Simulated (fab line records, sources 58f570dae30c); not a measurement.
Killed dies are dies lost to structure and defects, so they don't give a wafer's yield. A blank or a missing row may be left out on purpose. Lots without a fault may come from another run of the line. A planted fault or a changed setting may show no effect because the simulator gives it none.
Which tool did it? | flow berkeley_cmos170 | 11 lots, 33 wafers sampled, at 1 step of a route of 331

WHAT THE GAUGES READ, wafer by wafer
UCB170_GATE_THK_MEAS_02.
lot  | measured     | on            | GATE_OXIDE_THK (nm)
L324 | day 5 23:52  | film_metro-04 | 6.69 6.60 6.63
L323 | day 6 03:57  | film_metro-04 | 6.35 6.45 6.46
L325 | day 6 03:59  | film_metro-03 | 6.47 6.45 6.40
L333 | day 7 21:22  | film_metro-03 | 8.53 8.47 8.48
L335 | day 8 19:46  | film_metro-03 | 8.48 8.44 8.47
L338 | day 8 19:47  | film_metro-01 | 6.68 6.51 6.60
L339 | day 9 00:06  | film_metro-04 | 6.56 6.56 6.42
L342 | day 9 06:44  | film_metro-01 | 6.66 6.53 6.51
L340 | day 9 11:00  | film_metro-01 | 6.53 6.41 6.62
L344 | day 10 03:11 | film_metro-01 | 6.60 6.65 6.63
L345 | day 10 09:46 | film_metro-04 | 6.45 6.46 6.39

WHICH TOOL RAN EACH LOT (tool, then ch and the chambers of the sampled wafers, then the start)
The record holds no process step before these readings.

WHAT THE TOOLS THEMSELVES READ (means of the sampled wafers that have a number; where no wafer has one, the mark that the record gives instead)
The record holds no such reading with a usual standard deviation.

THE ANSWER, worked out from the rows above alone
Rule: what is usual is taken from the lots themselves. Put in order of their means at a reading, lots are off if they are a third of the lots or fewer, leave a main group of 4 or more, and stand apart from it by a gap of 3 or more times the standard deviation of the main group's means; of several such gaps the widest counts. A main group whose means are all the same, to the digits that the tables above print for the reading, isn't used. A lot without any number at a reading at which 4 lots or more have one is off too. The other lots that the step has rows for count as sound. The gauges are gone through in route order, then the tools' own readings, and for those a lot's mean is taken as printed above. The first step at which some lot is off is used, and at that step the reading that is off furthest; a lot without a number counts as furthest.
Off: L333, L335, at UCB170_GATE_THK_MEAS_02 (GATE_OXIDE_THK). The main group: mean 6.53 nm, standard deviation 0.08.
A tool fits if, at a process step before that reading, it ran every lot that is off, and no sound lot after the first of them. The gauges at UCB170_GATE_THK_MEAS_02 are tried like those tools. One fits: film_metro-03 at UCB170_GATE_THK_MEAS_02. Its last sound lot is L325 (day 6 03:59), its first lot that is off L333 (day 7 21:22): a fault that began between those two fits.

WHAT THE SIMULATOR HAD PUT IN
Metrology matching offset: film_metro-03, from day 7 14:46 on, at UCB170_GATE_THK_MEAS_02. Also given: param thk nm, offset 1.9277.
Lots struck among those shown: L333, L335. The rule above found the same.
